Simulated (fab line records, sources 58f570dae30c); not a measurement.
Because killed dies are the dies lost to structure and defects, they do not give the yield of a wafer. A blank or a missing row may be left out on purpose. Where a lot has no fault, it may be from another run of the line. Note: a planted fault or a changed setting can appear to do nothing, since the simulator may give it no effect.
Struck lot and sound lot, side by side    flow berkeleyCmos170    18 steps out of a route of 331
Sound: the wafers L367.2, L367.4, L367.6. Struck: wafers L376.3, L376.4, L376.6. Last of all comes the cause.
For every step that has rows: the tool of each side, followed by ch and its chambers, followed by its first start. Under that, the readings that differ: sound wafers    struck wafers    difference of the means    sigmas: that difference in standard deviations of wafers without a fault.
alike: a reading whose means differ by less than 2 such deviations, as well as words and numbers matching on both sides. not compared: withheld readings; readings where some wafer has no value; bounds like >300 that might hide an equal value; numbers whose values overlap and for which the record gives no deviation.
A row with sigmas, a row that says differs or no value, or rows on one side alone: a step with any of these is where the two part. Numbers that have no deviation but don't overlap get no sigmas and don't part them. Lack of a reading on every wafer of one side parts them only where that side has two or more wafers.

UCB170_PVT_STRIP_08: strips in O2.
  sound on plasmaAsher-04 ch 0,1, day 6 17:41; struck on plasmaAsher-04 ch 0,1, day 8 05:41
  alike: drypumpMotorCurrentA, o2FlowSccm, oesProductAu, stripTimeToEndpointS
  not compared: rfHoursCounterH
UCB170_PVT_TW_MEAS_09:
  sound on filmMetro-01, day 6 17:48; struck on filmMetro-04, day 8 05:46
  alike: PVT_TW
then, 1 step without rows for these wafers: UCB170_GATE_WET_ETCH_00 (etches SiO2 in dHF, time 200 s).
UCB170_FIELD_THK_MEAS_91:
  sound on filmMetro-04, day 6 17:56; struck on filmMetro-02, day 8 05:53
  alike: FIELD_OXIDE_LEFT_2_THK
then, 1 step without rows for these wafers: UCB170_GATE_OXIDATION_01 (target thk 6.6 nm, ox time 1800 s).
UCB170_GATE_THK_MEAS_02:
  sound on filmMetro-04, day 6 19:46; struck on filmMetro-03, day 8 09:13
  alike: GATE_OXIDE_THK
then, 2 steps without rows for these wafers: UCB170_GATE_ANNEAL_03 (time 1800 s); UCB170_GATE_CVD_04 (deposits poly-Si from SiH4, time 1440 s, target thk 214 nm).
UCB170_GATE_THK_MEAS_05:
  sound on filmMetro-02, day 7 01:20; struck on filmMetro-03, day 8 14:34
reading             sound              struck             difference  sigmas
GATE_POLY_THK (nm)  205.0 206.3 204.8  209.7 211.1 209.5  +4.7        +2
then, 3 steps without rows for these wafers: UCB170_GATE_COAT_06; UCB170_GATE_COAT_07 (resist thk 900 nm); UCB170_GATE_SOFTBAKE_08 (time 60 s).
UCB170_GATE_EXPOSE_09: exposes mask POLY, target cd 350 nm.
  sound on krfScanner-01 ch 0, day 7 03:10; struck on krfScanner-01 ch 0, day 8 15:28
reading                     sound                 struck       difference  sigmas
model.GATE.overlayXNm (nm)  0.4543 0.4543 0.4543  329 329 329  +329        
  alike: mask, exposureDoseMJCm2
then, 2 steps without rows for these wafers: UCB170_GATE_PEB_10; UCB170_GATE_DEVELOP_11 (develop time 45 s).
UCB170_GATE_CD_MEAS_12 targets a cd of 350 nm.
  sound on cdSem-02, day 7 04:11; struck on cdSem-01, day 8 16:05
  alike: cdNm
UCB170_GATE_OVL_MEAS_13:
  sound on overlay-02, day 7 04:17; struck on overlay-01, day 8 16:23
reading        sound   struck       difference  sigmas
GATE_OVL (nm)  0 -4 1  324 319 318  +321        +68
  not compared: hold
UCB170_M3_PROBE_99:
  the record has rows for the sound wafers here (prober-01, day 8 20:13) and none for the struck ones

## WHERE THEY PART
At UCB170_GATE_THK_MEAS_05 first; at UCB170_M3_PROBE_99 last (within this record only).

WHY: whatever the simulator had introduced
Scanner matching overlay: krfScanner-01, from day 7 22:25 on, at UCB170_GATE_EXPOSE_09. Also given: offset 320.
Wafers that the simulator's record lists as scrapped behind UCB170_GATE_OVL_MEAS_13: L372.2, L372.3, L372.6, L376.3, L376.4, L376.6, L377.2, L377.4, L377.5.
